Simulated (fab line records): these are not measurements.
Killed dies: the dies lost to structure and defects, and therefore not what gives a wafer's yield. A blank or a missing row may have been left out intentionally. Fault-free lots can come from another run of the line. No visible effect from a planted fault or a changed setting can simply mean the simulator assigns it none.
fab line records ; flow rit_cmos
record lots=14; wafers=42; last_day=7
route steps=202 shown PWELL@47
lots untouched by any fault: they come from a run of this same line in which no faults occurred
start_h: start of the lot's first displayed wafer, in hours after the record's first day ; wait_h: time in hours since the lot's previous step ; " identical to the entry in the row above ; L1.1+2: a row that stands for several wafers ; - either no value or no given start ; * or withheld: withheld ; < > ~ a bound
route shown NAME@n: a module of which the file shows steps, and the number in the route of the first ; usual: mean/standard deviation taken from wafers without a fault ; same: alike in all rows ; chamber/n: place in a boat ; sites: readings site by site ; _std_site: the values' standard deviation ; _edge_site: the outer-site mean with the inner-site mean subtracted ; radius_mm: for every site, how far away it sits from the centre of the wafer ; mask NAME#n: copy n ; behind: tool/chamber where the wafer was last shaped ; hold: reason for holding the lot/hours on hold/outcome of the hold ; device: whichever transistor did not switch (one of n, p or np) ; end of line: the tests these same wafers got at the end of their route ; for a step that has no rows: nothing shown but its recipe ; killed: the dies lost at the first sort to structure and to defects; this is not the yield of the wafer ; map: shows each die of a wafer: x if killed, . if not, _ if none is there
set.NAME: the setting that was run; set.NAME@STEP: the one run at that earlier step ; model.NAME: the simulator's own value behind a step, which no gauge read
route steps across a sampled set of lots; one table per step, one row per wafer
services: the hour from which a tool's chamber was out of use, counted from the record's first day as start_h (under 0 if before that day), plus the number of hours and why
## steps
# step RIT_PWELL_IMPLANT_08
# recipe species=B; energy_kev=170; dose_cm2=7e+13; tilt_deg=7
# usual dose_ions_cm2=7e+13/8.3e+10; end_station_pressure_torr=5.16e-06/2.6e-07; faraday_current_uA=222/4.1
lot.wafer;tool;chamber;start_h;wait_h;dose_ions_cm2;end_station_pressure_torr;faraday_current_uA
L290.1;implanter-01;0;28.35;0.2;6.996e+13;4.99e-06;218
L290.3;implanter-01;0;28.35;0.2;7.002e+13;5.23e-06;224
L290.6;implanter-01;0;28.35;0.2;6.997e+13;5.18e-06;216
L292.1;implanter-04;0;37.22;0.2;6.995e+13;5.35e-06;220
L292.2;implanter-04;0;37.22;0.2;6.992e+13;5.73e-06;224
L292.6;implanter-04;0;37.22;0.2;7.004e+13;5.83e-06;226
L293.1;implanter-01;0;43.49;0.2;7e+13;5.18e-06;219
L293.4;implanter-01;0;43.49;0.2;6.996e+13;5.14e-06;220
L293.5;implanter-01;0;43.49;0.2;6.996e+13;4.91e-06;223
L294.1;implanter-02;0;48.15;0.2;7.011e+13;5.42e-06;229
L294.2;implanter-02;0;48.15;0.2;7.001e+13;5.3e-06;216
L294.6;implanter-02;0;48.15;0.2;6.995e+13;5.11e-06;224
L295.1;implanter-02;0;55.04;0.2;6.998e+13;4.4e-06;219
L295.4;implanter-02;0;55.04;0.2;6.998e+13;4.88e-06;214
L295.6;implanter-02;0;55.04;0.2;6.992e+13;5.24e-06;224
L297.1;implanter-04;0;62.79;0.2;6.998e+13;5.24e-06;225
L297.2;implanter-04;0;62.79;0.2;6.992e+13;5.18e-06;222
L297.4;implanter-04;0;62.79;0.2;6.985e+13;5.1e-06;221
L298.1;implanter-02;0;67.03;0.2;9.092e+13;5.11e-06;292
L298.3;implanter-02;0;67.03;0.2;9.107e+13;5.51e-06;292
L298.6;implanter-02;0;67.03;0.2;9.101e+13;5e-06;288
L301.2;implanter-04;0;83.58;0.2;7.009e+13;5.3e-06;220
L301.3;implanter-04;0;83.58;0.2;7.023e+13;5.35e-06;223
L301.5;implanter-04;0;83.58;0.2;7.027e+13;4.85e-06;220
L303.3;implanter-01;0;92.33;0.2;6.997e+13;5.71e-06;222
L303.4;implanter-01;0;92.33;0.2;7.001e+13;5.39e-06;221
L303.5;implanter-01;0;92.33;0.2;6.996e+13;5.06e-06;217
L304.1;implanter-02;0;97.06;0.2;9.105e+13;4.92e-06;287
L304.2;implanter-02;0;97.06;0.2;9.099e+13;5.12e-06;295
L304.4;implanter-02;0;97.06;0.2;9.095e+13;5.42e-06;291
L306.3;implanter-04;0;108.57;0.2;7.007e+13;5.33e-06;227
L306.4;implanter-04;0;108.57;0.2;7.003e+13;5e-06;216
L306.5;implanter-04;0;108.57;0.2;7.004e+13;4.91e-06;223
L307.2;implanter-01;0;113.29;0.2;7.007e+13;4.75e-06;218
L307.4;implanter-01;0;113.29;0.2;7.012e+13;5.49e-06;228
L307.5;implanter-01;0;113.29;0.2;7e+13;5.39e-06;222
L308.3;implanter-01;0;117.09;0.2;7.011e+13;5.43e-06;220
L308.4;implanter-01;0;117.09;0.2;6.996e+13;5.39e-06;216
L308.5;implanter-01;0;117.09;0.2;7.005e+13;5.14e-06;209
L312.1;implanter-04;0;140.01;0.2;7.005e+13;5.42e-06;230
L312.2;implanter-04;0;140.01;0.2;7.005e+13;5.14e-06;225
L312.3;implanter-04;0;140.01;0.2;7e+13;5.18e-06;223
# step RIT_PWELL_TW_MEAS_10
# usual PWELL_TW=956/6.9
lot.wafer;tool;chamber;start_h;wait_h;PWELL_TW
L290.1;film_metro-04;-;28.68;0.1;948
L290.3;film_metro-04;-;28.68;0.1;944
L290.6;film_metro-04;-;28.68;0.1;947
L292.1;film_metro-04;-;37.55;0.1;944
L292.2;film_metro-04;-;37.55;0.1;944
L292.6;film_metro-04;-;37.55;0.1;944
L293.1;film_metro-02;-;43.81;0.1;963
L293.4;film_metro-02;-;43.81;0.1;975
L293.5;film_metro-02;-;43.81;0.1;964
L294.1;film_metro-04;-;48.48;0.1;956
L294.2;film_metro-04;-;48.48;0.1;951
L294.6;film_metro-04;-;48.48;0.1;950
L295.1;film_metro-01;-;55.36;0.1;962
L295.4;film_metro-01;-;55.36;0.1;962
L295.6;film_metro-01;-;55.36;0.1;962
L297.1;film_metro-02;-;63.12;0.1;962
L297.2;film_metro-02;-;63.12;0.1;964
L297.4;film_metro-02;-;63.12;0.1;964
L298.1;film_metro-04;-;67.35;0.1;1036
L298.3;film_metro-04;-;67.35;0.1;1035
L298.6;film_metro-04;-;67.35;0.1;1034
L301.2;film_metro-04;-;83.89;0.1;951
L301.3;film_metro-04;-;83.89;0.1;949
L301.5;film_metro-04;-;83.89;0.1;949
L303.3;film_metro-04;-;92.63;0.1;949
L303.4;film_metro-04;-;92.63;0.1;947
L303.5;film_metro-04;-;92.63;0.1;952
L304.1;film_metro-02;-;97.38;0.1;1051
L304.2;film_metro-02;-;97.38;0.1;1051
L304.4;film_metro-02;-;97.38;0.1;1050
L306.3;film_metro-02;-;108.96;0.1;965
L306.4;film_metro-02;-;108.96;0.1;960
L306.5;film_metro-02;-;108.96;0.1;968
L307.2;film_metro-02;-;113.60;0.1;957
L307.4;film_metro-02;-;113.60;0.1;966
L307.5;film_metro-02;-;113.60;0.1;959
L308.3;film_metro-01;-;117.38;0.1;957
L308.4;film_metro-01;-;117.38;0.1;958
L308.5;film_metro-01;-;117.38;0.1;949
L312.1;film_metro-02;-;140.33;0.1;959
L312.2;film_metro-02;-;140.33;0.1;955
L312.3;film_metro-02;-;140.33;0.1;963
# step RIT_WELLDRIVE_RS_MEAS_02
# recipe thk_meas_gauge=four-point-probe
# usual PWELL_RS=429.7/1.1
lot.wafer;tool;chamber;start_h;wait_h;PWELL_RS[ohm/sq]
L290.1;film_metro-02;-;33.94;0.1;429.3
L290.3;film_metro-02;-;33.94;0.1;430.1
L290.6;film_metro-02;-;33.94;0.1;429.0
L292.1;film_metro-04;-;43.08;0.1;430.0
L292.2;film_metro-04;-;43.08;0.1;430.2
L292.6;film_metro-04;-;43.08;0.1;429.3
L293.1;film_metro-02;-;49.13;0.1;428.3
L293.4;film_metro-02;-;49.13;0.1;428.4
L293.5;film_metro-02;-;49.13;0.1;430.2
L294.1;film_metro-02;-;54.22;0.1;429.7
L294.2;film_metro-02;-;54.22;0.1;430.1
L294.6;film_metro-02;-;54.22;0.1;431.7
L295.1;film_metro-02;-;60.62;0.1;429.0
L295.4;film_metro-02;-;60.62;0.1;428.5
L295.6;film_metro-02;-;60.62;0.1;429.3
L297.1;film_metro-01;-;68.38;0.1;431.1
L297.2;film_metro-01;-;68.38;0.1;430.5
L297.4;film_metro-01;-;68.38;0.1;431.0
L298.1;film_metro-04;-;73.47;0.1;364.9
L298.3;film_metro-04;-;73.47;0.1;365.7
L298.6;film_metro-04;-;73.47;0.1;365.1
L301.2;film_metro-04;-;89.16;0.1;429.9
L301.3;film_metro-04;-;89.16;0.1;430.0
L301.5;film_metro-04;-;89.16;0.1;430.3
L303.3;film_metro-02;-;97.91;0.1;429.0
L303.4;film_metro-02;-;97.91;0.1;428.4
L303.5;film_metro-02;-;97.91;0.1;429.6
L304.1;film_metro-04;-;102.64;0.1;364.4
L304.2;film_metro-04;-;102.64;0.1;365.8
L304.4;film_metro-04;-;102.64;0.1;365.7
L306.3;film_metro-02;-;114.25;0.1;427.3
L306.4;film_metro-02;-;114.25;0.1;428.4
L306.5;film_metro-02;-;114.25;0.1;428.3
L307.2;film_metro-02;-;118.88;0.1;430.4
L307.4;film_metro-02;-;118.88;0.1;429.6
L307.5;film_metro-02;-;118.88;0.1;430.2
L308.3;film_metro-01;-;122.67;0.1;429.9
L308.4;film_metro-01;-;122.67;0.1;430.5
L308.5;film_metro-01;-;122.67;0.1;429.0
L312.1;film_metro-02;-;145.67;0.1;428.6
L312.2;film_metro-02;-;145.67;0.1;428.6
L312.3;film_metro-02;-;145.67;0.1;428.6
## services
tool;chamber;start_h;hours;kind
implanter-04;-;15.75;0.7;repair
implanter-01;-;44.20;4.1;pm
implanter-01;-;49.39;4.1;repair
implanter-02;-;114.88;8.7;pm
## key
first_sign step=RIT_PWELL_IMPLANT_08; reading=dose_ions_cm2; direction=up; sigmas=99+; usual=7e+13; struck=9.1e+13
effect step=RIT_PWELL_IMPLANT_08; reading=faraday_current_uA; direction=up; sigmas=17; usual=222; struck=291
effect step=RIT_PWELL_TW_MEAS_10; reading=PWELL_TW; direction=up; sigmas=13; usual=956; struck=1043
effect step=RIT_WELLDRIVE_RS_MEAS_02; reading=PWELL_RS; direction=down; sigmas=60; usual=429.7; struck=365.3
met_at RIT_PWELL_IMPLANT_08
struck_lots L298,L304
tester_left_out L298,L304
onset_between 55.04 67.03
fault kind=process_parameter_drift; tool=implanter-02; chamber=-; onset_h=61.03; steps=RIT_PWELL_IMPLANT_08; channel=dose_cm2; offset=2.1e+13; shape=step; end_h=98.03; acts_in=these_recipes_only; stated=7e+13
# tester_left_out: of these lots the tester's yield and bins aren't shown, on N5 and GAA mostly nor the transistor test; their killed dies are dies lost to structure and defects alone, not to doping, threshold or leakage, so they don't give the yield
